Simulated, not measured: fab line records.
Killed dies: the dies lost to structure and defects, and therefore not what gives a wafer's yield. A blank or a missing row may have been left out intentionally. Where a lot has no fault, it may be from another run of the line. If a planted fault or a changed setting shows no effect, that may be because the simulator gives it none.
Comparing a struck lot with a sound one -- flow rit cmos -- 27 out of 202 route steps
Sound: these wafers, L334.2, L334.4, L334.5. Struck: wafers L346.1, L346.3, L346.4. The cause is given at the end.
Order at every step that has rows: each side's tool, ch and its chambers, its first start. Under that, the readings that differ: sound wafers -- struck wafers -- difference of the means -- sigmas: that difference in standard deviations of wafers without a fault.
alike: a reading whose means differ by less than 2 such deviations, as well as words and numbers matching on both sides. not compared: withheld readings; readings where some wafer has no value; bounds like >300 that might hide an equal value; numbers whose values overlap and for which the record gives no deviation.
A row with sigmas, a row that says differs or no value, or rows on one side alone: a step with any of these is where the two part. Numbers that don't overlap but have no deviation are shown without sigmas and don't part them. A reading that every wafer of one side lacks parts them only if that side has two wafers or more.

first, 1 step without rows for these wafers: RIT_ACTIVE_OXIDATION_01 (target thk 46.8 nm, ox time 3360 s).
RIT_ACTIVE_THK_MEAS_02:
  struck on film metro-01, day 5 06:22; sound on film metro-01, day 2 18:22
  alike: ACTIVE_OXIDE_THK
then, 1 step without rows for these wafers: RIT_ACTIVE_CVD_03 (deposits Si3N4 from SiH2Cl2/NH3, target thk 150 nm, time 1500 s).
RIT_ACTIVE_THK_MEAS_04:
  struck on film metro-02, day 5 09:09; sound on film metro-01, day 2 19:51
  alike: ACTIVE_NITRIDE_THK
then, 6 steps without rows for these wafers: RIT_ACTIVE_HMDS_05 (prime time 60 s); RIT_ACTIVE_COAT_06 (resist thk 1000 nm); RIT_ACTIVE_SOFTBAKE_07 (time 60 s); RIT_ACTIVE_EXPOSE_08 (exposes mask M1, target cd 1400 nm); RIT_ACTIVE_PEB_09; RIT_ACTIVE_DEVELOP_10 (develop time 50 s).
RIT_ACTIVE_CD_MEAS_11: the cd target is 1400 nm.
  struck on cd sem-01, day 5 10:11; sound on cd sem-02, day 2 20:46
  alike: cd nm
then, 1 step without rows for these wafers: RIT_ACTIVE_HARDBAKE_12 (time 60 s).
RIT_ACTIVE_ETCH_13: etches Si3N4 in SF6, stops on SiO2, time 210 s, target depth 210 nm.
  sound on rie diel-02 ch 1,3, day 2 21:01; struck on rie diel-04 ch 0,2,3, day 5 10:27
reading,sound,struck,difference,sigmas
oes product au (a.u.),0.807 0.848 0.803,0.878 0.907 0.904,+0.077,+5
model.NOVOLAK_of_ACTIVE_COAT_06.thk nm (nm),660.2 659.9 662.6,698.5 685.8 691.1,+30.9,
model.SiO2_of_ACTIVE_OXIDATION_01.thk nm (nm),46.16 46.53 46.34,47.03 47.21 46.96,+0.72,
  alike: chamber pressure mTorr, drypump motor current A, throttle valve pct
  not compared: rf hours counter h, model.ACTIVE.feature depth nm
RIT_ACTIVE_STRIP_14: strips in O2, time 180 s.
  sound on plasma asher-01 ch 1, day 2 21:09; struck on plasma asher-04 ch 0,1, day 5 10:35
reading,sound,struck,difference,sigmas
drypump motor current A (A),6.37 6.35 6.38,5.38 5.80 5.39,-0.84,-3
  alike: chamber pressure mTorr
  not compared: rf hours counter h
RIT_ACTIVE_CD_MEAS_90: the cd target is 1400 nm.
  struck on cd sem-02, day 5 10:46; sound on cd sem-02, day 2 21:20
  alike: cd nm
then, 4 steps without rows for these wafers: RIT_ACTIVE_CLEAN_15 (cleans in SC1, time 600 s); RIT_ACTIVE_CLEAN_16 (cleans in dHF, time 30 s); RIT_ACTIVE_CLEAN_17 (cleans in SC2, time 600 s); RIT_FOX1_OXIDATION_00 (target thk 350.7 nm, ox time 1130 s).
RIT_FOX1_THK_MEAS_01:
  struck on film metro-01, day 5 14:22; sound on film metro-01, day 3 01:07
  alike: FOX1_OXIDE_THK
then, 2 steps without rows for these wafers: RIT_FOX1_WET_ETCH_02 (etches SiO2 in BOE, target depth 350 nm, time 390 s); RIT_FOX2_OXIDATION_00 (target thk 350.7 nm, ox time 1130 s).
RIT_FOX2_THK_MEAS_01:
  struck on film metro-04, day 5 16:13; sound on film metro-03, day 3 02:51
  alike: FOX2_OXIDE_THK
then, 1 step without rows for these wafers: RIT_FOX2_CLEAN_02 (cleans in dHF, time 180 s).
RIT_FOX2_WET_ETCH_03: etches Si3N4 in H3PO4, target depth 195 nm, time 2700 s.
  sound on wet bench-04 ch 2, day 3 02:58; struck on wet bench-02 ch 2, day 5 16:19
reading,sound,struck,difference,sigmas
model.SiO2_of_ACTIVE_OXIDATION_01.thk nm (nm),40.91 41.25 41.07,41.94 42.1 41.84,+0.88,
RIT_FOX2_THK_MEAS_90:
  struck on film metro-02, day 5 17:05; sound on film metro-03, day 3 03:44
  alike: FIELD_OXIDE_LEFT_1_THK
RIT_M1_PROBE_99:
  rows exist in the record for the sound wafers here (prober-01, day 5 03:01), none for the struck ones

## WHERE THEY PART
Earliest at RIT_ACTIVE_ETCH_13; latest, in this record, at RIT_M1_PROBE_99.

WHY: what the simulator had put in
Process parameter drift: rie diel-04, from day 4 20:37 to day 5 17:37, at RIT_ACTIVE_ETCH_13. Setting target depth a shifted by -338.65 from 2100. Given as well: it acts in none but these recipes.
